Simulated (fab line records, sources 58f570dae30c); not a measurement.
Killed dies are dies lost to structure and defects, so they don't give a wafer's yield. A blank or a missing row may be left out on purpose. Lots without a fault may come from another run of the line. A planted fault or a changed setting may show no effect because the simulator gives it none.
Which tool did it? | flow berkeley_cmos170 | 14 lots, 42 wafers sampled, at 4 steps of a route of 331

WHAT THE GAUGES READ, wafer by wafer
UCB170_V2_BOW_MEAS_03. Usual: V2_BOW 36 um, standard deviation 7.1.
lot  | measured     | on            | V2_BOW (um) | flag
L586 | day 8 15:52  | film_metro-01 | 31 35 26    |
L587 | day 8 22:40  | film_metro-03 | 26 41 46    |
L590 | day 9 19:27  | film_metro-04 | 35 34 25    |
L592 | day 10 20:52 | film_metro-01 | 35 31 33    |
L591 | day 9 19:10  | film_metro-03 | 31 32 35    |
L593 | day 10 18:43 | film_metro-01 | 36 49 41    |
L595 | day 10 18:10 | film_metro-04 | 29 35 37    |
L594 | day 10 20:32 | film_metro-01 | 36 45 37    |
L597 | day 10 21:11 | film_metro-04 | 39 37 35    |
L600 | day 11 16:29 | film_metro-03 | 33 37 43    |
L601 | day 12 05:49 | film_metro-04 | 38 36 17    |
L604 | day 13 18:08 | film_metro-04 | 34 40 29    |
L606 | day 13 20:32 | film_metro-04 | 39 46 30    |
L607 | day 14 08:12 | film_metro-01 | 36 34 29    |

UCB170_M3_RS_MEAS_02: measures by four-point-probe. Usual: M3_AL_RS 0.0319 ohm/sq, standard deviation 0.00035.
lot  | measured     | on            | M3_AL_RS (ohm/sq)    | flag
L586 | day 8 17:59  | film_metro-03 | 0.0329 0.0320 0.0319 |
L587 | day 9 01:10  | film_metro-02 | 0.0317 0.0319 0.0320 |
L590 | day 9 22:02  | film_metro-03 | 0.0321 0.0325 0.0323 |
L592 | day 10 23:14 | film_metro-03 | 0.0320 0.0321 0.0321 |
L591 | day 9 21:29  | film_metro-01 | 0.0321 0.0320 0.0324 |
L593 | day 10 21:05 | film_metro-02 | 0.0325 0.0325 0.0324 |
L595 | day 10 20:38 | film_metro-02 | 0.0315 0.0315 0.0313 |
L594 | day 10 22:43 | film_metro-03 | 0.0313 0.0314 0.0319 |
L597 | day 11 00:04 | film_metro-03 | 0.0321 0.0322 0.0321 |
L600 | day 11 18:37 | film_metro-01 | 0.0319 0.0321 0.0317 |
L601 | day 12 07:43 | film_metro-03 | 0.0317 0.0317 0.0319 |
L604 | day 13 21:16 | film_metro-02 | 0.0320 0.0316 0.0316 |
L606 | day 13 22:32 | film_metro-01 | 0.0320 0.0324 0.0315 |
L607 | day 14 10:22 | film_metro-01 | 0.0322 0.0315 0.0315 |

WHICH TOOL RAN EACH LOT (tool, then ch and the chambers of the sampled wafers, then the start)
lot  | UCB170_NWELL_STRIP_15               | UCB170_SDANNEAL_RTA_01
L586 | plasma_asher-01 ch 0,1, day 2 20:46 | rtp_anneal-02 ch 0, day 8 00:28
L587 | plasma_asher-04 ch 0,1, day 3 06:30 | rtp_anneal-02 ch 0, day 8 00:56
L590 | plasma_asher-01 ch 0,1, day 3 14:50 | rtp_anneal-01 ch 0, day 9 01:41
L592 | plasma_asher-01 ch 0,1, day 4 05:18 | rtp_anneal-01 ch 0, day 9 20:34
L591 | plasma_asher-01 ch 0,1, day 4 05:31 | rtp_anneal-02 ch 0, day 9 01:31
L593 | plasma_asher-01 ch 0,1, day 4 11:31 | rtp_anneal-02 ch 0, day 9 20:05
L595 | plasma_asher-02 ch 0,1, day 4 11:48 | rtp_anneal-01 ch 0, day 9 20:10
L594 | plasma_asher-02 ch 0,1, day 4 12:04 | rtp_anneal-01 ch 0, day 9 19:25
L597 | plasma_asher-01 ch 0,1, day 4 22:45 | rtp_anneal-02 ch 0, day 9 20:17
L600 | plasma_asher-01 ch 0,1, day 5 06:58 | rtp_anneal-01 ch 0, day 10 22:47
L601 | plasma_asher-01 ch 0, day 6 00:58   | rtp_anneal-02 ch 0, day 11 15:29
L604 | plasma_asher-04 ch 0,1, day 6 13:50 | rtp_anneal-01 ch 0, day 12 21:05
L606 | plasma_asher-04 ch 0,1, day 6 22:56 | rtp_anneal-01 ch 0, day 13 02:14
L607 | plasma_asher-04 ch 0,1, day 7 05:26 | rtp_anneal-01 ch 0, day 13 14:05
- UCB170_NWELL_STRIP_15: strips in O2.
- UCB170_SDANNEAL_RTA_01: time 5 s.

WHAT THE TOOLS THEMSELVES READ (means of the sampled wafers that have a number; where no wafer has one, the mark that the record gives instead)
UCB170_NWELL_STRIP_15. Usual: drypump_motor_current_A 6.0 A, standard deviation 0.4; o2_flow_sccm 400.2 sccm, standard deviation 1.1; oes_product_au 0.721 a.u., standard deviation 0.0049; strip_time_to_endpoint_s 18.00 s, standard deviation 0.087.
lot  | tool            | drypump_motor_current_A (A) | o2_flow_sccm (sccm) | oes_product_au (a.u.) | strip_time_to_endpoint_s (s) | flag
L586 | plasma_asher-01 | 6.3                         | 400.1               | 0.719                 | 18.06                        |
L587 | plasma_asher-04 | 5.4                         | 400.1               | 0.726                 | 18.04                        |
L590 | plasma_asher-01 | 6.3                         | 399.9               | 0.720                 | 18.09                        |
L592 | plasma_asher-01 | 6.3                         | 402.3               | 0.722                 | 18.03                        |
L591 | plasma_asher-01 | 6.3                         | 399.6               | 0.723                 | 17.93                        |
L593 | plasma_asher-01 | 6.3                         | 400.8               | 0.718                 | 18.04                        |
L595 | plasma_asher-02 | 6.0                         | 400.4               | 0.725                 | 18.04                        |
L594 | plasma_asher-02 | 6.1                         | 399.5               | 0.725                 | 17.96                        |
L597 | plasma_asher-01 | 6.3                         | 400.2               | 0.718                 | 18.08                        |
L600 | plasma_asher-01 | 6.3                         | 400.6               | 0.717                 | 18.01                        |
L601 | plasma_asher-01 | 6.1                         | 399.9               | 0.723                 | 18.07                        |
L604 | plasma_asher-04 | 5.4                         | 399.6               | 0.715                 | 17.93                        |
L606 | plasma_asher-04 | 5.6                         | 400.6               | 0.717                 | 18.04                        |
L607 | plasma_asher-04 | 5.4                         | 399.8               | 0.721                 | 18.02                        |

UCB170_SDANNEAL_RTA_01. Usual: lamp_power_pct 38 %, standard deviation 3.4; wafer_temp_C_max 1054.2, standard deviation 0.81.
lot  | tool          | lamp_power_pct (%) | wafer_temp_C_max | flag
L586 | rtp_anneal-02 | 42                 | 1054.1           |
L587 | rtp_anneal-02 | 42                 | 1054.1           |
L590 | rtp_anneal-01 | 35                 | 1053.8           |
L592 | rtp_anneal-01 | 35                 | 1054.6           |
L591 | rtp_anneal-02 | 42                 | 1054.2           |
L593 | rtp_anneal-02 | 42                 | 1054.7           |
L595 | rtp_anneal-01 | 35                 | 1053.9           |
L594 | rtp_anneal-01 | 35                 | 1054.7           |
L597 | rtp_anneal-02 | 42                 | 1054.2           |
L600 | rtp_anneal-01 | 35                 | 1053.5           |
L601 | rtp_anneal-02 | 42                 | 1053.8           |
L604 | rtp_anneal-01 | 35                 | 1053.5           |
L606 | rtp_anneal-01 | 35                 | 1053.5           |
L607 | rtp_anneal-01 | 35                 | 1053.8           |

THE ANSWER, worked out from the rows above alone
Rule: a lot is off if the mean of its wafers that have a number lies more than 3 standard deviations from the usual mean. A lot without any number at a reading at which 4 lots or more have one is off too. The other lots that the step has rows for count as sound. The gauges are gone through in route order, then the tools' own readings, and for those a lot's mean is taken as printed above. The first step at which some lot is off is used, and at that step the reading that is off furthest; a lot without a number counts as furthest.
No lot is off at any reading shown: from this, nothing can be told.

WHAT THE SIMULATOR HAD PUT IN
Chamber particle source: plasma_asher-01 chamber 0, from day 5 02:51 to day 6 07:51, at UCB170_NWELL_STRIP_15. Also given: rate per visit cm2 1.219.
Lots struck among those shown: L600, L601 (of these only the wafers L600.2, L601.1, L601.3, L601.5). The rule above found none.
